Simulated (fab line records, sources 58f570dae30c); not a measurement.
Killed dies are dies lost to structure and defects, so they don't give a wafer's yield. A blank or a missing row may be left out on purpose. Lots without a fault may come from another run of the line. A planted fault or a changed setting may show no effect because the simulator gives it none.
Chamber matching | flow berkeley_cmos170 | UCB170_SPACER_CVD_00 on pecvd-04: 3 sister chambers
The step deposits SiO2 from TEOS/O2, target thk 376 nm, time 47 s. 6 wafers are shown with their chamber, then 7 later ones without.

WAFERS WITH THEIR CHAMBER
wafer  | chamber | heater_power_w (W) | susceptor_temp_C (C)
L928.1 | 1       | 260                | 390.29
L927.6 | 1       | 338                | 389.93
L933.4 | 2       | 279                | 389.75
L933.6 | 0       | 354                | 389.70
L937.3 | 2       | 267                | 390.00
L937.4 | 0       | 297                | 389.85

WAFERS WITHOUT THEIR CHAMBER
wafer  | heater_power_w (W) | susceptor_temp_C (C)
L937.6 | 287                | 389.72
L941.2 | 290                | 389.86
L941.5 | 337                | 389.89
L941.6 | 308                | 389.98
L942.1 | 321                | 390.33
L942.2 | 293                | 389.99
L942.6 | 321                | 390.49

WHICH CHAMBER EACH WENT THROUGH
wafer  | from the rows above          | in truth
L937.6 | can't be placed: 2 or 0 or 1 | 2
L941.2 | can't be placed: 2 or 0 or 1 | 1
L941.5 | can't be placed: 0 or 1 or 2 | 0
L941.6 | can't be placed: 1 or 2 or 0 | 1
L942.1 | can't be placed: 1 or 2 or 0 | 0
L942.2 | can't be placed: 1 or 2 or 0 | 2
L942.6 | can't be placed: 1 or 2 or 0 | 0
Placed correctly: 0 of 7. Can't be placed from these rows: 7 (the true chamber is among the candidates in 7). Placed wrongly: 0.
How it was worked out, from the rows above alone: a wafer's distance from a chamber is the root of the sum, over the readings, of the square of ((its reading less the chamber's mean) divided by the reading's scatter). The wafer belongs to the nearest chamber; if the next one is less than 2 further off, it can't be placed. A chamber's mean is the mean of its shown wafers. The scatter: the root of (the sum of the squares of (reading less its chamber's mean) over the shown wafers, divided by (wafers less chambers)).
